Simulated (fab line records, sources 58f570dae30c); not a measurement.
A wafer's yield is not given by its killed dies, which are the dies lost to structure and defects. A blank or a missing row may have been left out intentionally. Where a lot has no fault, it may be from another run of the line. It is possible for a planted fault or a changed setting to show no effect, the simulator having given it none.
Split-lot study	flow berkeley cmos170	23 wafers read from 5 lots, route of 331 steps

ABOUT THE SPLIT
At UCB170_NLDD_IMPLANT_08, the setting energy kev was moved away from the recipe's 30 on 5 of the 23 wafers read, by +5.3% to +5.6%. All remaining wafers had this setting at the recipe value.

FROM THE SPLIT TO THE READING: what the file shows between them, 7 steps
- UCB170_NSD_IMPLANT_08 (also split here: dose cm2)
- UCB170_NSD_STRIP_09: strips in O2
- UCB170_BACKSIDE_HMDS_00: prime time 60 s (also split here: prime time s)
- UCB170_BACKSIDE_COAT_01: resist thk 900 nm
- UCB170_BACKSIDE_SOFTBAKE_02: time 60 s
- UCB170_SDANNEAL_RTA_01: time 5 s
- UCB170_SDANNEAL_RS_MEAS_03: measures by four-point-probe

THE READING
NLDD_RS in ohm/sq, measured at UCB170_SDANNEAL_RS_MEAS_05 by four-point-probe. Typical for fault-free wafers on this fab line: 616.5 ohm/sq, with standard deviation 1.5 ohm/sq.

wafer	tool, chamber at the split	energy kev as run	against the recipe	NLDD_RS, ohm/sq	against lot-mates on the recipe
L075.1	implanter-01, 0	30	recipe	617.1	-
L075.2	implanter-01, 0	30	recipe	617.3	-
L075.3	implanter-01, 0	30	recipe	616.2	-
L075.4	implanter-01, 0	30	recipe	616.4	-
L075.5	implanter-01, 0	30	recipe	615.8	-
L078.3	implanter-01, 0	30	recipe	614.2	-
L078.5	implanter-01, 0	30	recipe	613.9	-
L078.6	implanter-01, 0	30	recipe	615.1	-
L079.2	implanter-04, 0	30	recipe	615.2	-
L079.3	implanter-04, 0	30	recipe	614.7	-
L079.4	implanter-04, 0	30	recipe	617.1	-
L079.5	implanter-04, 0	30	recipe	616.9	-
L079.6	implanter-04, 0	30	recipe	617.5	-
L082.1	implanter-01, 0	30	recipe	618.8	-
L082.2	implanter-01, 0	30	recipe	618.8	-
L082.3	implanter-01, 0	31.68	+5.6%	613.3	-5.5
L082.4	implanter-01, 0	31.68	+5.6%	614.3	-4.5
L082.5	implanter-01, 0	31.68	+5.6%	612.6	-6.2
L084.2	implanter-01, 0	30	recipe	618.6	-
L084.3	implanter-01, 0	30	recipe	619.3	-
L084.4	implanter-01, 0	31.6	+5.3%	615.2	-3.4
L084.5	implanter-01, 0	31.6	+5.3%	613.3	-5.3
L084.6	implanter-01, 0	30	recipe	618.0	-

THE FIT
A straight line over all 23 wafers: NLDD_RS changes by -0.544 ohm/sq for each +1% of energy kev; r = -0.64; the points scatter about the line by 1.5 ohm/sq.
The same after taking each lot's own level away (the mean of its wafers on the recipe; 23 wafers): -0.911 ohm/sq for each +1%; r = -0.94; scatter 0.8 ohm/sq.
On that fit, the largest move of energy kev shifts the reading by 5.1 ohm/sq.
The span of the lots' own levels, 614.40 to 618.80 ohm/sq, comes to 2.9 times the standard deviation stated above.
So the lot-to-lot level blurs the effect unless lot-mates are compared.
Check: with one of the wafers moved furthest among these (+5.6%) left out of the fit, the line predicts -4.99 ohm/sq for it against its lot-mates. It came out at -5.5 ohm/sq against them.

THESE WAFERS: OTHER SPLITS
Note: prior to the reading, these wafers also went through further splits. Each is held against what the fit with the lots' levels taken away leaves over:
other split on the same wafers	wafers away from the commonest value	r with NLDD_RS (lot level and that fit taken away)
UCB170_START_OXIDATION_02 temp c	18	-0.12
UCB170_PWELL_CVD_05 temp c	15	+0.02
UCB170_ACTIVE_OXIDATION_02 temp c	10	+0.05
UCB170_ACTIVE_COAT_08 spin rpm	5	-0.03
UCB170_NSD_IMPLANT_08 dose cm2	9	-0.21
UCB170_BACKSIDE_HMDS_00 prime time s	8	-0.05

THE WHOLE CHAIN: every reading that the file lists as answering this split, in the file's order
step	what it does	reading	change (the file's fit)	r (the file's)
UCB170_NLDD_IMPLANT_08		implant.rp nm (the simulator's own value, which no gauge read)	+0.16 nm for each +1% of the setting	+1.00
UCB170_NLDD_IMPLANT_08		implant.drp nm (the simulator's own value, which no gauge read)	+0.0702 nm for each +1% of the setting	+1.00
UCB170_SDANNEAL_RS_MEAS_05	measures by four-point-probe	NLDD_RS	-0.901 for each +1% of the setting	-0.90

THE FILE'S OWN FIT
NLDD_RS changes by -0.901 ohm/sq for each +1% of energy kev, r = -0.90.
